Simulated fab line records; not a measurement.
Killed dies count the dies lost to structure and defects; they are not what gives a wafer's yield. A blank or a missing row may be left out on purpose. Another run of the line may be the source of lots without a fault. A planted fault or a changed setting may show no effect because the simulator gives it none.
Struck lot and sound lot, side by side :: flow berkeley cmos170 :: 14 steps out of a route of 331
Sound: these wafers, L929.2, L929.3, L929.4. The struck wafers were L941.1, L941.2, L941.5. Last of all comes the cause.
Order at every step that has rows: each side's tool, ch and its chambers, its first start. Under that, the readings that differ: sound wafers :: struck wafers :: difference of the means :: sigmas: that difference in standard deviations of wafers without a fault.
alike: a reading whose means differ by less than 2 such deviations, as well as words and numbers matching on both sides. not compared: withheld readings; readings where some wafer has no value; bounds like >300 that might hide an equal value; numbers whose values overlap and for which the record gives no deviation.
The two part at a step that has a row with sigmas, a row that says differs or no value, or rows on one side only. Numbers that don't overlap but have no deviation are shown without sigmas and don't part them. A reading missing from all wafers of one side parts the sides only when that side holds two or more wafers.

first, 1 step without rows for these wafers: UCB170_FIELD_WET_ETCH_06 (etches SiO2 in BOE, time 22 s).
UCB170_FIELD_THK_MEAS_90:
  sound: film metro-01 at day 7 02:34; struck: film metro-02 at day 9 04:31
  alike: FIELD_OXIDE_LEFT_1_THK
then, 2 steps without rows for these wafers: UCB170_SACOX_CLEAN_00 (cleans in dHF, time 7.5 s); UCB170_SACOX_OXIDATION_01 (target thk 14.4 nm, ox time 2400 s).
UCB170_SACOX_THK_MEAS_02:
  sound: film metro-04 at day 7 06:25; struck: film metro-02 at day 9 09:19
  alike: SACOX_OXIDE_THK
then, 2 steps without rows for these wafers: UCB170_SCREENOX_WET_ETCH_00 (etches SiO2 in dHF, time 200 s); UCB170_SCREENOX_OXIDATION_01 (target thk 14.4 nm, ox time 2400 s).
UCB170_SCREENOX_THK_MEAS_02:
  sound: film metro-04 at day 7 08:34; struck: film metro-04 at day 9 18:55
reading: SCREENOX_OXIDE_THK (nm)
sound: 14.7 14.8 14.8
struck: 13.9 13.8 14.0
difference: -0.9
sigmas: -3
then, 4 steps without rows for these wafers: UCB170_SCREENOX_ANNEAL_03 (time 900 s); UCB170_NVT_HMDS_00 (prime time 60 s); UCB170_NVT_COAT_01 (resist thk 900 nm); UCB170_NVT_SOFTBAKE_02 (time 60 s).
UCB170_NVT_EXPOSE_03: exposes mask PWELL, target cd 3000 nm.
  struck on krf scanner-01, day 10 03:15; sound on krf scanner-02 ch 0, day 7 16:22
  no value came back on the struck wafers for exposure dose mJ cm2, focus offset nm (nm), na, stage vel mm s (mm/s); on the sound wafers exposure dose mJ cm2 reads 30.01 29.98 30.01
  alike: mask
after that, 1 step had no rows for these wafers: UCB170_NVT_PEB_04.

## WHERE THEY PART
At UCB170_SCREENOX_THK_MEAS_02 first; at UCB170_NVT_EXPOSE_03 last (within this record only).

WHY: what had been put in by the simulator
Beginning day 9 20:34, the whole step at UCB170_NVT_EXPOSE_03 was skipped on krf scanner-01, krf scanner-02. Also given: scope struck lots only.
